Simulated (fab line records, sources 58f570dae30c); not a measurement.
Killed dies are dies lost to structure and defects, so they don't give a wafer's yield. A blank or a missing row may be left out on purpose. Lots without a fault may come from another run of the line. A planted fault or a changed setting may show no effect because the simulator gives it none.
One fault seen from 2 desks | flow berkeley_cmos170 | each desk has only its own numbers; what lay behind them comes last

THE TOOL OWNER'S DESK: litho_track-04
The tool's own readings at UCB170_M2_DEVELOP_14 (develop time 45 s): means of the sampled wafers that have a number, for each lot that ran on this tool. A lot is out of limits, marked OUT, if its mean lies more than 4 standard deviations from the usual mean; the brackets give that distance.
Columns: A = developer_temp_C at UCB170_M2_DEVELOP_14, usual 21.01 C
lot  | first seen here | A
L112 | day 9 04:00     | 21.02
L114 | day 9 05:00     | 20.91
L120 | day 11 03:00    | 21.83 (+8.2) OUT
L121 | day 11 03:00    | 21.77 (+7.6) OUT
This desk's finding: out of limits on L120, L121; first on L120, day 11 03:00 (developer_temp_C at UCB170_M2_DEVELOP_14). In limits: L112, L114.

THE METROLOGY DESK
What the gauges read, lot by lot, whatever tool the lot ran on: means of the sampled wafers that have a number. A lot is out of limits, marked OUT, if its mean lies more than 4 standard deviations from the usual mean; the brackets give that distance.
Columns: A = NLDD_OVL at UCB170_NLDD_OVL_MEAS_07, usual 0 nm; B = cd_nm at UCB170_PSD_CD_MEAS_06, usual 1199.7 nm; C = M2_AL_RS at UCB170_M2_RS_MEAS_02, usual 0.0321 ohm/sq
lot  | first seen here | A  | B      | C
L112 | day 7 23:35     | 1  | 1199.1 | 0.0320
L113 | day 7 23:36     | 8  | 1200.4 | 0.0318
L111 | day 7 23:47     | -1 | 1200.0 | 0.0318
L114 | day 7 23:53     | 2  | 1198.3 | 0.0323
L115 | day 8 17:43     | 5  | 1199.4 | 0.0326
L117 | day 9 03:51     | 9  | 1198.0 | 0.0323
L120 | day 9 21:32     | 2  | 1199.7 | 0.0320
L121 | day 9 21:49     | -4 | 1199.3 | 0.0322
L122 | day 10 10:31    | -5 | 1200.1 | 0.0316
L127 | day 11 15:16    | 4  | 1201.2 | 0.0319
L132 | day 12 08:07    | 0  | 1199.0 | 0.0314
L130 | day 12 08:24    | 9  | 1200.2 | 0.0320
L133 | day 12 17:49    | 4  | 1201.3 | 0.0325
This desk's finding: nothing out of limits on any of the 13 lots.

PUT TOGETHER
The tool owner's desk could have raised an alarm at day 11 03:00, on L120, L121.
The metrology desk saw nothing out of limits.
The metrology desk has L120, L121 on record, within its limits.
Of the lots named, all ran UCB170_M2_DEVELOP_14 on litho_track-04.

WHAT THE SIMULATOR HAD PUT IN
Process parameter drift: litho_track-04, from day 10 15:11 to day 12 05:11, at UCB170_M2_DEVELOP_14. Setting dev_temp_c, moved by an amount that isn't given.
Lots struck among those shown: L120, L121.
Hours from the fault's start to each desk's first reading out of limits: the tool owner's desk, 12.
